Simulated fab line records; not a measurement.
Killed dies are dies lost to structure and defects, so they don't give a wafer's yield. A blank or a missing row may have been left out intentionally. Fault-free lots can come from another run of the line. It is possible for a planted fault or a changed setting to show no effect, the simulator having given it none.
Struck lot and sound lot, side by side :: flow rit_cmos :: 43 out of 202 route steps
Sound: these wafers, L513.2, L513.4, L513.5. Wafers struck: L527.1, L527.3, L527.4. The cause is given at the end.
Each step with rows lists, per side, the tool, then ch with its chambers, then its first start. Under that, the readings that differ: sound wafers :: struck wafers :: difference of the means :: sigmas: that difference in standard deviations of wafers without a fault.
alike: readings with means less than 2 such deviations apart, plus words and numbers identical on both sides. not compared: withheld readings, readings lacking a value on some wafer, bounds such as >300 that could conceal the same value, and numbers that have no deviation in the record and whose values overlap.
A row with sigmas, a row that says differs or no value, or rows on one side alone: a step with any of these is where the two part. Numbers that don't overlap but have no deviation are shown without sigmas and don't part them. A reading that every wafer of one side lacks parts them only if that side has two wafers or more.

first, 1 step without rows for these wafers: RIT_GATE_CVD_08 (deposits poly-Si from SiH4, target thk 250 nm, time 2220 s).
RIT_GATE_THK_MEAS_09:
  struck on film_metro-04, day 6 04:22; sound on film_metro-02, day 3 06:30
  alike: GATE_POLY_THK
then, 6 steps without rows for these wafers: RIT_GATE_HMDS_10 (prime time 60 s); RIT_GATE_COAT_11 (resist thk 850 nm); RIT_GATE_SOFTBAKE_12 (time 60 s); RIT_GATE_EXPOSE_13 (exposes mask M6, target cd 150 nm); RIT_GATE_PEB_14; RIT_GATE_DEVELOP_15 (develop time 50 s).
RIT_GATE_CD_MEAS_16: target cd 150 nm.
  struck on cd_sem-02, day 6 05:20; sound on cd_sem-01, day 3 07:25
reading: cd_nm (nm)
sound: 151.6 146.8 150.5
struck: 142.9 144.5 142.8
difference: -6.2
sigmas: -2
RIT_GATE_OVL_MEAS_17:
  struck on overlay-01, day 6 05:28; sound on overlay-01, day 3 07:31
  alike: GATE_OVL
then, 1 step without rows for these wafers: RIT_GATE_HARDBAKE_18 (time 60 s).
RIT_GATE_ETCH_19: etches poly-Si in SF6/CHF3/O2, stops on SiO2, time 165 s, target depth 312.5 nm.
  sound on rie_si-02 ch 2,3, day 3 07:42; struck on rie_si-02 ch 0,1,2, day 6 05:39
  alike: O2_flow_sccm, drypump_motor_current_A, oes_product_au, throttle_valve_pct
  not compared: rf_hours_counter_h
RIT_GATE_STRIP_20: strips in O2, time 180 s.
  sound on plasma_asher-03 ch 1, day 3 07:49; struck on plasma_asher-03 ch 0,1, day 6 05:45
  alike: drypump_motor_current_A, rf_refl_power_W
  not compared: rf_hours_counter_h
RIT_GATE_CD_MEAS_90: target cd 150 nm.
  struck on cd_sem-01, day 6 05:56; sound on cd_sem-02, day 3 08:01
reading: cd_nm (nm)
sound: 151.4 147.1 150.5
struck: 142.6 144.5 143.1
difference: -6.3
sigmas: -2
then, 4 steps without rows for these wafers: RIT_REOX_CLEAN_00 (cleans in SC1, time 600 s); RIT_REOX_CLEAN_01 (cleans in dHF, time 30 s); RIT_REOX_CLEAN_02 (cleans in SC2, time 600 s); RIT_REOX_OXIDATION_03 (target thk 25.2 nm, ox time 5580 s).
RIT_REOX_THK_MEAS_04:
  struck on film_metro-01, day 6 10:22; sound on film_metro-02, day 3 11:02
  alike: REOX_OXIDE_THK
then, 6 steps without rows for these wafers: RIT_NLDD_HMDS_00 (prime time 60 s); RIT_NLDD_COAT_01 (resist thk 1000 nm); RIT_NLDD_SOFTBAKE_02 (time 60 s); RIT_NLDD_EXPOSE_03 (exposes mask M7, target cd 40700 nm); RIT_NLDD_PEB_04; RIT_NLDD_DEVELOP_05 (develop time 50 s).
RIT_NLDD_OVL_MEAS_06:
  struck on overlay-02, day 6 11:17; sound on overlay-01, day 3 11:56
  alike: NLDD_OVL
then, 2 steps without rows for these wafers: RIT_NLDD_HARDBAKE_07 (time 60 s); RIT_NLDD_IMPLANT_08.
RIT_NLDD_STRIP_09: strips in O2, time 180 s.
  sound on plasma_asher-04 ch 0, day 3 12:16; struck on plasma_asher-03 ch 0,1, day 6 11:37
  alike: drypump_motor_current_A, rf_refl_power_W
  not compared: rf_hours_counter_h
RIT_NLDD_TW_MEAS_10:
  struck on film_metro-02, day 6 11:47; sound on film_metro-03, day 3 12:28
  alike: NLDD_TW
then, 6 steps without rows for these wafers: RIT_PLDD_HMDS_00 (prime time 60 s); RIT_PLDD_COAT_01 (resist thk 1000 nm); RIT_PLDD_SOFTBAKE_02 (time 60 s); RIT_PLDD_EXPOSE_03 (exposes mask M8, target cd 40900 nm); RIT_PLDD_PEB_04; RIT_PLDD_DEVELOP_05 (develop time 50 s).
RIT_PLDD_OVL_MEAS_06:
  struck on overlay-02, day 6 12:49; sound on overlay-02, day 3 13:29
  alike: PLDD_OVL
then, 2 steps without rows for these wafers: RIT_PLDD_HARDBAKE_07 (time 60 s); RIT_PLDD_IMPLANT_08.
RIT_PLDD_STRIP_09: strips in O2, time 180 s.
  sound on plasma_asher-01 ch 0,1, day 3 13:49; struck on plasma_asher-03 ch 0,1, day 6 13:10
  alike: drypump_motor_current_A, rf_refl_power_W
  not compared: rf_hours_counter_h
RIT_PLDD_TW_MEAS_10:
  struck on film_metro-01, day 6 13:20; sound on film_metro-03, day 3 14:00
  alike: PLDD_TW
then, 1 step without rows for these wafers: RIT_SPACER_CLEAN_00 (cleans in SC1, time 600 s).
RIT_M1_PROBE_99:
  struck on prober-02, day 7 03:39; sound on prober-02, day 4 04:16
reading: killed_at_front_end
sound: 8 6 9
struck: 35 32 32
difference: +25
sigmas: +9

reading: killed_dies
sound: 8 6 9
struck: 35 32 33
difference: +26
sigmas: +9
  alike: killed_at_contacts, killed_open, killed_short

## WHERE THEY PART
Last at RIT_M1_PROBE_99 as far as this record goes, first at RIT_GATE_CD_MEAS_16.

WHY: whatever the simulator had introduced
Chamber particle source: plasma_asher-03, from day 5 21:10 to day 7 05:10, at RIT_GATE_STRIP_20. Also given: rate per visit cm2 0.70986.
